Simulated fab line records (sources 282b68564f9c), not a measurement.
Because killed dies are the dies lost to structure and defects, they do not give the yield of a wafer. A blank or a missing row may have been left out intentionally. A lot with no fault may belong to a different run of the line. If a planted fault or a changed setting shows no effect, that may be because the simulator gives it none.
A struck lot beside a sound one ; flow rit_cmos ; 27 steps out of a route of 202
Sound: wafers L232.3, L232.4, L232.6. The struck wafers were L235.2, L235.3, L235.4. Last of all comes the cause.
At each step with rows: each side's tool, then ch and its chambers, then its first start. Under that, the readings that differ: sound wafers ; struck wafers ; difference of the means ; sigmas: that difference in standard deviations of wafers without a fault.
alike: a reading whose means differ by less than 2 such deviations, as well as words and numbers matching on both sides. not compared: withheld readings; readings where some wafer has no value; bounds like >300 that might hide an equal value; numbers whose values overlap and for which the record gives no deviation.
Wherever a step has rows on one side only, a row that says differs or no value, or a row with sigmas, the two part there. Numbers that have no deviation but don't overlap get no sigmas and don't part them. A reading that every wafer of one side lacks parts them only if that side has two wafers or more.

first, 4 steps without rows for these wafers: RIT_CONTACT_SOFTBAKE_04 (time 60 s); RIT_CONTACT_EXPOSE_05 (exposes mask M11, target cd 1000 nm); RIT_CONTACT_PEB_06; RIT_CONTACT_DEVELOP_07 (develop time 120 s).
RIT_CONTACT_CD_MEAS_08 targets a cd of 1000 nm.
  sound on cd_sem-02, day 3 03:49; struck on cd_sem-02, day 3 19:14
  alike: cd_nm
RIT_CONTACT_OVL_MEAS_09:
  sound on overlay-02, day 3 03:54; struck on overlay-02, day 3 19:20
  alike: CONTACT_OVL
then, 1 step without rows for these wafers: RIT_CONTACT_HARDBAKE_10 (time 60 s).
RIT_CONTACT_ETCH_11: etches SiO2 in CHF3/CF4/Ar, stops on TiSi2, target depth 480 nm, time 320 s.
  sound on rie_diel-03 ch 2,3, day 3 04:04; struck on rie_diel-04 ch 0,1,2, day 3 19:31
  alike: drypump_motor_current_A, oes_product_au, rf_fwd_power_W, throttle_valve_pct
  not compared: rf_hours_counter_h
RIT_CONTACT_STRIP_12: strips in O2, time 180 s.
  sound on plasma_asher-04 ch 0,1, day 3 04:19; struck on plasma_asher-03 ch 0,1, day 3 19:43
  alike: drypump_motor_current_A
  not compared: rf_hours_counter_h
RIT_CONTACT_CD_MEAS_90 targets a cd of 1000 nm.
  sound on cd_sem-02, day 3 04:29; struck on cd_sem-02, day 3 19:54
  alike: cd_nm
then, 2 steps without rows for these wafers: RIT_CONTACT_CLEAN_13 (cleans in SC1, time 600 s); RIT_CONTACT_CLEAN_14 (cleans in SC2, time 600 s).
RIT_M1_SPUTTER_00: material Al, target thk 400 nm, time 500 s.
  sound on pvd_sputter-04, day 3 04:55; struck on pvd_sputter-01, day 3 20:23
  no value came back on the struck wafers for cathode_dc_power_W (W), chamber_pressure_pa (Pa), throttle_valve_pct (%); on the sound wafers cathode_dc_power_W (W) reads 2000.2 2000.0 1999.9
RIT_M1_RS_MEAS_01: uses a four-point probe to measure.
  sound on film_metro-04, day 3 05:15; struck on film_metro-03, day 3 20:42
reading;sound;struck;difference;sigmas
M1_AL_RS (ohm/sq);0.0745 0.0737 0.0736;- - -;no value on the struck wafers;
RIT_M1_THK_MEAS_02: measures by xrf.
  sound on film_metro-04, day 3 05:21; struck on film_metro-03, day 3 20:49
reading;sound;struck;difference;sigmas
M1_AL_THK (nm);398 403 405;<1 <1 <1;differs;
then, 6 steps without rows for these wafers: RIT_M1_HMDS_03 (prime time 60 s); RIT_M1_COAT_04 (resist thk 1300 nm); RIT_M1_SOFTBAKE_05 (time 60 s); RIT_M1_EXPOSE_06 (exposes mask M12, target cd 2600 nm); RIT_M1_PEB_07; RIT_M1_DEVELOP_08 (develop time 68 s).
RIT_M1_CD_MEAS_09 targets a cd of 2600 nm.
  sound on cd_sem-02, day 3 06:19; struck on cd_sem-02, day 3 21:53
  alike: cd_nm
RIT_M1_OVL_MEAS_10:
  sound on overlay-01, day 3 06:24; struck on overlay-01, day 3 21:59
  alike: M1_OVL
then, 1 step without rows for these wafers: RIT_M1_HARDBAKE_11 (time 120 s).
RIT_M1_METAL_ETCH_12: etches Al in Cl2/BCl3, stops on SiO2, time 165 s, target depth 600 nm.
  sound on rie_metal-03 ch 0,1, day 3 06:44; struck on rie_metal-03 ch 0,1, day 3 22:16
reading;sound;struck;difference;sigmas
oes_product_au (a.u.);0.763 0.789 0.768;0.347 0.327 0.348;-0.433;-31
  alike: drypump_motor_current_A, rf_fwd_power_W, throttle_valve_pct
  not compared: rf_hours_counter_h
then, 1 step without rows for these wafers: RIT_M1_STRIP_13 (strips in nmp, time 600 s).
RIT_M1_PROBE_99:
  sound on prober-01, day 3 09:38; struck on prober-02, day 4 01:38
reading;sound;struck;difference;sigmas
defect_limited_yield (%);95.8 94.7 98.1;0 0 0;-96;-87
killed_at_M0_to_M3;0 0 0;263 261 262;+262;
killed_at_front_end;11 14 5;1 3 2;-8;-3
killed_dies;11 14 5;264 264 264;+254;+91
killed_on_rim;4 5 1;70 70 70;+67;+42
killed_short;6 7 3;1 2 1;-4;-2
sort_bin_3_pad_short (%);0 0 0.4;22.3 23.5 21.6;+22.3;+99 or more
sort_bin_5_function (%);3.0 2.3 0.8;74.6 73.1 76.1;+72.6;+85
sort_n_pass;253.0 250.0 259.0;0 0 0;-254;-91
sort_yield_pct (%);95.8 94.7 98.1;0 0 0;-96;-87
  alike: killed_open, sort_bin_6_memory

## WHERE THEY PART
Earliest at RIT_M1_SPUTTER_00; latest, in this record, at RIT_M1_PROBE_99.

WHY: what had been put in by the simulator
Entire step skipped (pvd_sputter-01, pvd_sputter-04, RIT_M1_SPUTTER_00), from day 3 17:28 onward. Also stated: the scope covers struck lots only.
